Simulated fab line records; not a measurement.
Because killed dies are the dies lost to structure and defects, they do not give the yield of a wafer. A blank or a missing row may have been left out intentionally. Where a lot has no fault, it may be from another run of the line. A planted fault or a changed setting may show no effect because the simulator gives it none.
8D (eight disciplines) problem report, filled in by code | flow ritCmos | the parts of the form that need people (team, actions taken, sign-off) are left out

## 1. WHAT IS WRONG
Mean GATE_OVL at RIT_GATE_OVL_MEAS_17: -148.7 nm over 6 wafers in 2 lots; fault-free wafers: 0.6 nm, standard deviation 1.4. That is -99 or more standard deviations from the usual mean.
Seen first at day 4 09:42 on overlay-02, wafer L541.1. The record has a number at this step for 42 wafers belonging to 14 lots. By rule, "out" or "out of limits" means more than 4 standard deviations away from the usual mean. All remaining wafers that have a number are taken as sound.

## 2. WHAT IT IS; WHAT IT IS NOT
question                    | is                     | is not
which readings at this step | GATE_OVL               | -
which lots                  | L541, L548             | L532, L533, L535, L536, L538, L539, L540, L550, L551, L552, L554, L555
which wafers of those lots  | all that have a number | -
read on which gauges        | overlay-01, overlay-02 | -
when                        | from day 4 09:42       | up to then (21 sound wafers); but 15 sound wafers of L550, L551, L552, L554, L555 came after

## 3. THE SUSPECTS, EACH WITH WHAT RULES IT OUT
Counting: a tool at any process step up to the reading remains a suspect when it ran all the lots that are out and ran no sound lot after the first of those.
- the gauge at RIT_GATE_OVL_MEAS_17: ruled out. 2 gauges (overlay-01, overlay-02) read the wafers that are out.
- ilineStepper-01 at RIT_GATE_EXPOSE_13 (exposes mask M6, target cd 150 nm): kept. All lots that are out passed through it, beginning with L541 at day 4 09:11, and no sound lot followed; its final sound lot before that point was L539 at day 3 23:10.
Left after counting: ilineStepper-01 at RIT_GATE_EXPOSE_13.

## 4. THE CAUSE (what the simulator had put in)
Scanner matching overlay: ilineStepper-01, from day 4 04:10 on, at RIT_GATE_EXPOSE_13. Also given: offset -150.
This tool alone remained once counting was done.

## 5. THE CHAIN OF EFFECTS, in route order
Rows list readings where the struck wafers' mean (over those with a number) sits beyond 3 standard deviations from the usual. Scope: only readings with a usual standard deviation given in the record; hours: median across lots of the time from each lot's start at the first step in this table that gives one to its start at this step; sigmas: change in usual standard deviations.
hours | step                 | reading  | usual  | on struck wafers | change | sigmas
0     | RIT_GATE_OVL_MEAS_17 | GATE_OVL | 0.6 nm | -148.7           | -149.3 | -99 or more

## 6. WHAT WOULD HAVE CAUGHT IT SOONER
The first out-of-limits reading at a measuring or inspecting step in this record came at day 4 09:42, 6 hours after the fault's start at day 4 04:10.
Of the lots that are out (2), L548 began RIT_GATE_EXPOSE_13 on ilineStepper-01 after day 4 09:42. A tool hold placed at that time would have kept it from harm.
